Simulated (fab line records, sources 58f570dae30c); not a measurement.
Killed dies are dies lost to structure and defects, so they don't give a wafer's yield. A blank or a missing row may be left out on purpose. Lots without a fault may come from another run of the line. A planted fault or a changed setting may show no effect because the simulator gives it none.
Problem report in the 8D (eight disciplines) form, filled by code | flow berkeley_cmos170 | the parts of the form that need people (team, actions taken, sign-off) are left out

1. THE PROBLEM
NWELL_TW at UCB170_NWELL_TW_MEAS_16 reads a mean of 1137 on 6 wafers of 2 lots; wafers without a fault read 1248 with a standard deviation of 12. That is -9.3 standard deviations from the usual mean.
First seen on wafer L363.1, day 5 05:28, on film_metro-03. The record holds 42 wafers of 14 lots with a number at this step. Rule for "out", or "out of limits": more than 4 standard deviations from the usual mean. The other wafers with a number count as sound.

2. WHAT IT IS AND WHAT IT IS NOT
question                    | is                     | is not
which readings at this step | NWELL_TW               | -
which lots                  | L363, L364             | L351, L352, L353, L354, L355, L356, L358, L359, L367, L369, L371, L372
which wafers of those lots  | all that have a number | -
read on which gauges        | film_metro-03          | film_metro-01, film_metro-02
when                        | from day 5 05:28       | up to then (24 sound wafers); but 12 sound wafers of L367, L369, L371, L372 came after

3. SUSPECTS, AND WHAT RULES EACH OUT
Counting: a tool at a process step up to the reading stays a suspect if it ran every lot that is out and no sound lot after the first of them.
- the gauge at UCB170_NWELL_TW_MEAS_16: ruled out. All the wafers that are out were read on film_metro-03, but those of them that UCB170_NWELL_IMPLANT_14 has rows for are out there too, on other tools.
- implanter-03 at UCB170_NWELL_IMPLANT_14: kept. It ran every lot that is out, first L363 (day 5 05:13), and no sound lot after that; its last sound lot up to then is L356 (day 3 14:10). Its own readings are out on those wafers: dose_ions_cm2, faraday_current_uA.
Left after counting: implanter-03 at UCB170_NWELL_IMPLANT_14.

4. THE CAUSE (what the simulator had put in)
Process parameter drift: implanter-03, from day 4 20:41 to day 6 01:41, at UCB170_NWELL_IMPLANT_14. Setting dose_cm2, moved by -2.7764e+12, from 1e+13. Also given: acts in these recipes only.
Counting left only this tool.

5. THE CHAIN OF EFFECTS, in route order
Each row: a reading whose mean over the struck wafers that have a number lies more than 3 standard deviations from the usual. Only readings for which the record gives a usual standard deviation are gone through. hours: the time from each lot's start at the first step in this table that gives one to its start at this step, as a median over the lots. sigmas: the change in usual standard deviations.
hours | step                    | reading            | usual      | on struck wafers | change      | sigmas
0     | UCB170_NWELL_IMPLANT_14 | dose_ions_cm2      | 1.0001e+13 | 7.2265e+12       | -2.7745e+12 | -99 or more
0     | UCB170_NWELL_IMPLANT_14 | faraday_current_uA | 31.7       | 22.9             | -8.8        | -13
0     | UCB170_NWELL_TW_MEAS_16 | NWELL_TW           | 1248       | 1137             | -111        | -9.3
The process steps in it:
- UCB170_NWELL_IMPLANT_14
Later measuring or inspecting steps at which every struck wafer that the step has a row for has a number for every such reading, and none has moved that far: UCB170_SACOX_THK_MEAS_02, UCB170_PLDD_TW_MEAS_11.

6. WHAT WOULD HAVE CAUGHT IT SOONER
In this record the first reading out of limits at a measuring or inspecting step was taken at day 5 05:28, 9 hours after the fault began at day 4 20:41.
The tool's own readings at UCB170_NWELL_IMPLANT_14 were out on every struck wafer that the step has a row for (dose_ions_cm2, faraday_current_uA): an alarm limit on them would have fired on the first of those.
Of the lots that are out (2), L364 began UCB170_NWELL_IMPLANT_14 on implanter-03 after day 5 05:28. A hold on the tool at that time would have spared it.
